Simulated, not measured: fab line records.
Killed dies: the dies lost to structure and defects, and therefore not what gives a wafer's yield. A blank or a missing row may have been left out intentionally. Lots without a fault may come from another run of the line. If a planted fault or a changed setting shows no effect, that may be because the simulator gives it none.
fab line records / flow rit-cmos
record: lots: 14 wafers: 42 last-day: 8
route steps=202 shown REOX@101
lots that met no fault: taken from a fault-free run of the same line
start-h: start of the lot's first displayed wafer, in hours after the record's first day / wait-h: hours elapsed since this lot's preceding step / " unchanged from the row above / L1.1+2: a row that stands for several wafers / - either no value or no given start / * or withheld: withheld / < > ~ a bound
route shown NAME@n: names a module that has steps shown in the file, with the first one's number in the route / usual: mean and standard deviation over wafers with no fault / same: alike in all rows / chamber/n: place in a boat / sites: readings site by site / _std_site: the standard deviation of these / _edge_site: the outer-site mean with the inner-site mean subtracted / radius-mm: how far each site lies from the wafer's centre / mask NAME#n: copy n / behind: the most recent tool/chamber to have shaped the wafer / hold: why the lot was held/for how many hours/how that ended / device: the n, p or np transistor that did not switch / end of line: the same wafers' tests at the end of the route / where a step has no rows: the recipe by itself / killed: the dies lost at the first sort to structure and to defects; this is not the yield of the wafer / map: dies across one wafer; x = killed, . = not, _ = none there
set.NAME: the setting the step ran with; set.NAME@STEP: the setting that earlier step ran with / model.NAME: the simulator's own value behind a step, which no gauge read
a sample of lots followed through the steps of the route, with each step as a table and each wafer as a row
services: from which hour (start-h, from the record's first day; less than 0 if before it) a tool's chamber was out of use, for how many hours, and why
== steps ==
step: RIT_REOX_OXIDATION_03
recipe: temp-c: 900 ambient: O2 target-thk-a: 252 ox-time-s: 5580
usual: ox-temp-c: 900.0/0.41 ox-temp-c-max: 903.9/1.6
lot.wafer=L764.2 tool=furnace-01 chamber=0 start-h=56.06 wait-h=2.7 ox-temp-c=900.4 ox-temp-c-max=903.5
lot.wafer=L764.4 tool=furnace-01 chamber=0 start-h=56.06 wait-h=2.7 ox-temp-c=899.9 ox-temp-c-max=901.7
lot.wafer=L764.6 tool=furnace-01 chamber=0 start-h=56.06 wait-h=2.7 ox-temp-c=899.6 ox-temp-c-max=901.9
lot.wafer=L765.2 tool=furnace-04 chamber=0 start-h=60.29 wait-h=3.0 ox-temp-c=900.5 ox-temp-c-max=905.5
lot.wafer=L765.3 tool=furnace-04 chamber=0 start-h=60.29 wait-h=3.0 ox-temp-c=899.9 ox-temp-c-max=905.3
lot.wafer=L765.4 tool=furnace-04 chamber=0 start-h=60.29 wait-h=3.0 ox-temp-c=900.3 ox-temp-c-max=904.2
lot.wafer=L767.1 tool=furnace-04 chamber=0 start-h=76.98 wait-h=2.4 ox-temp-c=900.4 ox-temp-c-max=905.5
lot.wafer=L767.4 tool=furnace-04 chamber=0 start-h=76.98 wait-h=2.4 ox-temp-c=900.2 ox-temp-c-max=904.5
lot.wafer=L767.5 tool=furnace-04 chamber=0 start-h=76.98 wait-h=2.4 ox-temp-c=900.5 ox-temp-c-max=904.9
lot.wafer=L770.1 tool=furnace-01 chamber=0 start-h=99.58 wait-h=3.2 ox-temp-c=899.9 ox-temp-c-max=901.8
lot.wafer=L770.2 tool=furnace-01 chamber=0 start-h=99.58 wait-h=3.2 ox-temp-c=899.6 ox-temp-c-max=902.2
lot.wafer=L770.3 tool=furnace-01 chamber=0 start-h=99.58 wait-h=3.2 ox-temp-c=899.7 ox-temp-c-max=902.2
lot.wafer=L771.2 tool=furnace-04 chamber=0 start-h=107.43 wait-h=4.2 ox-temp-c=900.0 ox-temp-c-max=905.2
lot.wafer=L771.3 tool=furnace-04 chamber=0 start-h=107.43 wait-h=4.2 ox-temp-c=899.4 ox-temp-c-max=904.2
lot.wafer=L771.6 tool=furnace-04 chamber=0 start-h=107.43 wait-h=4.2 ox-temp-c=899.9 ox-temp-c-max=905.3
lot.wafer=L774.1 tool=furnace-01 chamber=0 start-h=117.93 wait-h=1.0 ox-temp-c=900.8 ox-temp-c-max=902.8
lot.wafer=L774.2 tool=furnace-01 chamber=0 start-h=117.93 wait-h=1.0 ox-temp-c=899.8 ox-temp-c-max=902.3
lot.wafer=L774.6 tool=furnace-01 chamber=0 start-h=117.93 wait-h=1.0 ox-temp-c=900.4 ox-temp-c-max=902.1
lot.wafer=L775.3 tool=furnace-01 chamber=- start-h=126.47 wait-h=0.3 ox-temp-c=- ox-temp-c-max=-
lot.wafer=L775.5 tool=furnace-01 chamber=- start-h=126.47 wait-h=0.3 ox-temp-c=- ox-temp-c-max=-
lot.wafer=L775.6 tool=furnace-01 chamber=- start-h=126.47 wait-h=0.3 ox-temp-c=- ox-temp-c-max=-
lot.wafer=L776.3 tool=furnace-01 chamber=- start-h=126.47 wait-h=0.4 ox-temp-c=- ox-temp-c-max=-
lot.wafer=L776.5 tool=furnace-01 chamber=- start-h=126.47 wait-h=0.4 ox-temp-c=- ox-temp-c-max=-
lot.wafer=L776.6 tool=furnace-01 chamber=- start-h=126.47 wait-h=0.4 ox-temp-c=- ox-temp-c-max=-
lot.wafer=L780.2 tool=furnace-03 chamber=0 start-h=147.81 wait-h=2.5 ox-temp-c=899.7 ox-temp-c-max=902.3
lot.wafer=L780.4 tool=furnace-03 chamber=0 start-h=147.81 wait-h=2.5 ox-temp-c=900.2 ox-temp-c-max=903.7
lot.wafer=L780.6 tool=furnace-03 chamber=0 start-h=147.81 wait-h=2.5 ox-temp-c=899.5 ox-temp-c-max=902.5
lot.wafer=L781.2 tool=furnace-03 chamber=0 start-h=147.81 wait-h=2.4 ox-temp-c=899.8 ox-temp-c-max=904.0
lot.wafer=L781.5 tool=furnace-03 chamber=0 start-h=147.81 wait-h=2.4 ox-temp-c=900.1 ox-temp-c-max=902.5
lot.wafer=L781.6 tool=furnace-03 chamber=0 start-h=147.81 wait-h=2.4 ox-temp-c=899.6 ox-temp-c-max=902.3
lot.wafer=L782.2 tool=furnace-01 chamber=0 start-h=149.24 wait-h=0.5 ox-temp-c=899.7 ox-temp-c-max=901.7
lot.wafer=L782.3 tool=furnace-01 chamber=0 start-h=149.24 wait-h=0.5 ox-temp-c=899.7 ox-temp-c-max=901.6
lot.wafer=L782.4 tool=furnace-01 chamber=0 start-h=149.24 wait-h=0.5 ox-temp-c=900.2 ox-temp-c-max=902.6
lot.wafer=L783.2 tool=furnace-04 chamber=0 start-h=158.68 wait-h=1.5 ox-temp-c=900.3 ox-temp-c-max=904.8
lot.wafer=L783.4 tool=furnace-04 chamber=0 start-h=158.68 wait-h=1.5 ox-temp-c=900.5 ox-temp-c-max=905.8
lot.wafer=L783.5 tool=furnace-04 chamber=0 start-h=158.68 wait-h=1.5 ox-temp-c=900.9 ox-temp-c-max=905.2
lot.wafer=L784.3 tool=furnace-04 chamber=0 start-h=162.54 wait-h=1.6 ox-temp-c=900.1 ox-temp-c-max=906.1
lot.wafer=L784.4 tool=furnace-04 chamber=0 start-h=162.54 wait-h=1.6 ox-temp-c=899.8 ox-temp-c-max=904.5
lot.wafer=L784.5 tool=furnace-04 chamber=0 start-h=162.54 wait-h=1.6 ox-temp-c=900.0 ox-temp-c-max=905.0
lot.wafer=L785.2 tool=furnace-04 chamber=0 start-h=162.54 wait-h=1.4 ox-temp-c=900.2 ox-temp-c-max=905.8
lot.wafer=L785.4 tool=furnace-04 chamber=0 start-h=162.54 wait-h=1.4 ox-temp-c=899.6 ox-temp-c-max=904.3
lot.wafer=L785.5 tool=furnace-04 chamber=0 start-h=162.54 wait-h=1.4 ox-temp-c=900.1 ox-temp-c-max=905.4
== services ==
tool=furnace-03 chamber=- start-h=47.83 hours=82.0 kind=pm
tool=furnace-01 chamber=- start-h=72.21 hours=2.4 kind=pm
tool=furnace-04 chamber=- start-h=150.56 hours=3.9 kind=pm
tool=furnace-03 chamber=- start-h=158.45 hours=3.5 kind=pm
== key ==
first-sign: step: RIT_REOX_OXIDATION_03 reading: tool-record direction: missing
effect none on later readings
met-at RIT_REOX_OXIDATION_03
struck-lots L775,L776
later-rows-left-out L775.3,L775.5,L775.6,L776.3,L776.5,L776.6
sort-left-out L775.3,L775.5,L775.6,L776.3,L776.5,L776.6
tester-left-out L775,L776
onset-between 117.93 126.47
fault: kind: skipped-step-whole tool: furnace-01 chamber: - onset-h: 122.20 steps: RIT_REOX_OXIDATION_03 scope: struck-lots-only
tester-left-out: of these lots the tester's yield and bins aren't shown, on N5 and GAA mostly nor the transistor test; their killed dies are dies lost to structure and defects alone, not to doping, threshold or leakage, so they don't give the yield
sort-left-out: the simulated sort isn't trusted on such a fault, so these wafers' sort isn't shown, and their yield isn't known
later-rows-left-out: the simulator's readings of these wafers behind a module that went badly wrong aren't trusted and aren't shown, but for the sort
